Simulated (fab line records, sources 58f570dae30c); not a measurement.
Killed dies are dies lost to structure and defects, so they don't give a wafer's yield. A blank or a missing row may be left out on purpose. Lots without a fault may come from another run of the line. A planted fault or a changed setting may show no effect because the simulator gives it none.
Which tool did it? | flow berkeley_cmos170 | 15 lots, 45 wafers sampled, at 5 steps of a route of 331

WHAT THE GAUGES READ, wafer by wafer
UCB170_NWELL_THK_MEAS_05.
lot  | measured    | on            | NWELL_NITRIDE_THK (nm)
L620 | day 2 12:36 | film_metro-04 | 223.7 224.3 222.7
L621 | day 3 07:01 | film_metro-03 | 224.3 226.1 224.8
L622 | day 3 07:01 | film_metro-04 | 224.7 224.6 224.1
L623 | day 3 18:14 | film_metro-01 | 229.9 230.0 227.8
L625 | day 3 18:16 | film_metro-04 | 222.3 223.6 223.3
L627 | day 4 07:28 | film_metro-01 | 224.8 227.8 226.7
L626 | day 4 07:28 | film_metro-04 | 224.1 224.7 227.8
L629 | day 4 13:11 | film_metro-04 | 227.0 226.9 226.8
L628 | day 4 13:12 | film_metro-01 | 227.9 227.2 225.6
L631 | day 4 13:16 | film_metro-01 | 224.5 226.5 225.6
L632 | day 5 01:46 | film_metro-01 | 224.6 224.4 223.9
L634 | day 5 12:55 | film_metro-03 | 221.0 219.6 219.4
L636 | day 5 21:58 | film_metro-03 | 224.4 221.8 224.0
L637 | day 5 21:58 | film_metro-04 | 222.0 220.3 220.5
L641 | day 6 17:28 | film_metro-03 | 224.6 224.4 224.0

UCB170_NWELL_TW_MEAS_16.
lot  | measured    | on            | NWELL_TW
L620 | day 2 14:15 | film_metro-01 | 1264 1256 1253
L621 | day 3 08:34 | film_metro-04 | 1221 1224 1220
L622 | day 3 08:18 | film_metro-01 | 1257 1253 1260
L623 | day 3 20:17 | film_metro-01 | 1264 1265 1264
L625 | day 3 20:28 | film_metro-04 | 1215 1217 1211
L627 | day 4 09:14 | film_metro-01 | 1261 1260 1269
L626 | day 4 09:31 | film_metro-04 | 1227 1221 1217
L629 | day 4 15:40 | film_metro-04 | 1224 1230 1227
L628 | day 4 15:29 | film_metro-03 | 1252 1260 1255
L631 | day 4 15:56 | film_metro-04 | 1223 1224 1217
L632 | day 5 04:13 | film_metro-04 | 1179 1181 1178
L634 | day 5 15:17 | film_metro-03 | 1205 1203 1209
L636 | day 5 23:16 | film_metro-04 | 1176 1175 1171
L637 | day 5 23:34 | film_metro-03 | 1253 1248 1249
L641 | day 6 18:55 | film_metro-01 | 1262 1257 1251

UCB170_PWELL_THK_MEAS_03.
lot  | measured    | on            | PWELL_OXIDE_THK (nm)
L620 | day 2 23:54 | film_metro-02 | 26.7 26.3 26.5
L621 | day 3 21:55 | film_metro-01 | 26.0 26.0 25.9
L622 | day 3 21:55 | film_metro-04 | 26.2 26.5 26.4
L623 | day 4 07:00 | film_metro-04 | 26.1 25.9 26.2
L625 | day 4 07:01 | film_metro-01 | 26.2 26.3 26.5
L627 | day 4 18:34 | film_metro-01 | 27.4 27.2 27.1
L626 | day 5 02:04 | film_metro-02 | 26.6 26.2 26.1
L629 | day 5 02:07 | film_metro-02 | 26.6 26.3 26.2
L628 | day 5 02:04 | film_metro-04 | 26.9 26.4 26.6
L631 | day 5 02:07 | film_metro-01 | 25.6 25.8 25.7
L632 | day 5 16:29 | film_metro-04 | 25.8 26.1 25.7
L634 | day 6 06:40 | film_metro-04 | 27.6 26.7 26.9
L636 | day 6 06:40 | film_metro-01 | 26.6 26.4 26.3
L637 | day 6 06:44 | film_metro-04 | 26.5 26.6 26.6
L641 | day 7 07:08 | film_metro-01 | 27.7 27.4 27.4

UCB170_PWELL_THK_MEAS_06.
lot  | measured    | on            | PWELL_NITRIDE_THK (nm)
L620 | day 3 13:04 | film_metro-04 | 224.4 223.2 223.0
L621 | day 4 06:19 | film_metro-02 | 221.8 221.4 221.8
L622 | day 4 06:19 | film_metro-04 | 220.4 221.3 221.0
L623 | day 4 15:06 | film_metro-02 | 219.4 221.5 219.3
L625 | day 4 15:07 | film_metro-04 | 220.8 221.1 219.7
L627 | day 5 03:41 | film_metro-04 | 225.0 225.0 224.4
L626 | day 5 12:48 | film_metro-01 | 221.7 221.4 221.6
L629 | day 5 12:50 | film_metro-01 | 224.1 224.1 221.2
L628 | day 5 12:58 | film_metro-04 | 219.4 218.2 219.0
L631 | day 5 12:55 | film_metro-01 | 221.4 220.1 220.5
L632 | day 5 23:50 | film_metro-04 | 218.3 219.7 217.9
L634 | day 6 14:16 | film_metro-02 | 219.8 219.6 222.7
L636 | day 6 14:20 | film_metro-04 | 221.5 218.9 222.5
L637 | day 6 14:20 | film_metro-02 | 218.8 220.3 219.6
L641 | day 7 14:18 | film_metro-04 | 220.9 221.0 221.1

WHICH TOOL RAN EACH LOT (tool, then ch and the chambers of the sampled wafers, then the start)
lot  | UCB170_NWELL_IMPLANT_14
L620 | implanter-01 ch 0, day 2 14:01
L621 | implanter-03 ch 0, day 3 08:19
L622 | implanter-01 ch 0, day 3 08:03
L623 | implanter-02 ch 0, day 3 20:02
L625 | implanter-01 ch 0, day 3 20:15
L627 | implanter-02 ch 0, day 4 08:59
L626 | implanter-03 ch 0, day 4 09:17
L629 | implanter-01 ch 0, day 4 15:25
L628 | implanter-02 ch 0, day 4 15:15
L631 | implanter-01 ch 0, day 4 15:43
L632 | implanter-01 ch 0, day 5 03:59
L634 | implanter-01 ch 0, day 5 15:02
L636 | implanter-01 ch 0, day 5 23:01
L637 | implanter-03 ch 0, day 5 23:19
L641 | implanter-03 ch 0, day 6 18:41
- UCB170_NWELL_IMPLANT_14

WHAT THE TOOLS THEMSELVES READ (means of the sampled wafers that have a number; where no wafer has one, the mark that the record gives instead)
UCB170_NWELL_IMPLANT_14.
lot  | tool         | beam_energy_keV | dose_ions_cm2 | end_station_pressure_torr (Torr)
L620 | implanter-01 | 149.99          | 1.001e+13     | 4.99e-06
L621 | implanter-03 | 149.94          | 9.995e+12     | 5.18e-06
L622 | implanter-01 | 149.96          | 9.989e+12     | 5.29e-06
L623 | implanter-02 | 149.94          | 1.000e+13     | 4.95e-06
L625 | implanter-01 | 150.04          | 9.982e+12     | 4.84e-06
L627 | implanter-02 | 149.99          | 1.001e+13     | 5.01e-06
L626 | implanter-03 | 150.00          | 9.996e+12     | 5.06e-06
L629 | implanter-01 | 150.02          | 1.000e+13     | 4.84e-06
L628 | implanter-02 | 149.97          | 9.992e+12     | 5.21e-06
L631 | implanter-01 | 150.00          | 9.999e+12     | 4.82e-06
L632 | implanter-01 | 126.10          | 1.000e+13     | 5.13e-06
L634 | implanter-01 | 126.15          | 1.001e+13     | 4.73e-06
L636 | implanter-01 | 126.14          | 1.000e+13     | 5.08e-06
L637 | implanter-03 | 150.00          | 9.997e+12     | 4.96e-06
L641 | implanter-03 | 149.99          | 9.989e+12     | 4.97e-06

THE ANSWER, worked out from the rows above alone
Rule: what is usual is taken from the lots themselves. Put in order of their means at a reading, lots are off if they are a third of the lots or fewer, leave a main group of 4 or more, and stand apart from it by a gap of 3 or more times the standard deviation of the main group's means; of several such gaps the widest counts. A main group whose means are all the same, to the digits that the tables above print for the reading, isn't used. A lot without any number at a reading at which 4 lots or more have one is off too. The other lots that the step has rows for count as sound. The gauges are gone through in route order, then the tools' own readings, and for those a lot's mean is taken as printed above. The first step at which some lot is off is used, and at that step the reading that is off furthest; a lot without a number counts as furthest.
Off: L632, L634, L636, at UCB170_NWELL_IMPLANT_14 (beam_energy_keV). The main group: mean 149.99, standard deviation 0.029.
A tool fits if, at that step or a process step before it, it ran every lot that is off, and no sound lot after the first of them. One fits: implanter-01 at UCB170_NWELL_IMPLANT_14. Its last sound lot is L631 (day 4 15:43), its first lot that is off L632 (day 5 03:59): a fault that began between those two fits.
The tool's own readings at UCB170_NWELL_IMPLANT_14 bear it out: on the lots that are off they differ by more than 5 times the standard deviation of the sound lots' means. beam_energy_keV reads 126.13 there against 149.99 on the sound lots.

WHAT THE SIMULATOR HAD PUT IN
Process parameter drift: implanter-01, from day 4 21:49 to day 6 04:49, at UCB170_NWELL_IMPLANT_14. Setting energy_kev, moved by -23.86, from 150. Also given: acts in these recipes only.
Lots struck among those shown: L632, L634, L636. The rule above found the same.
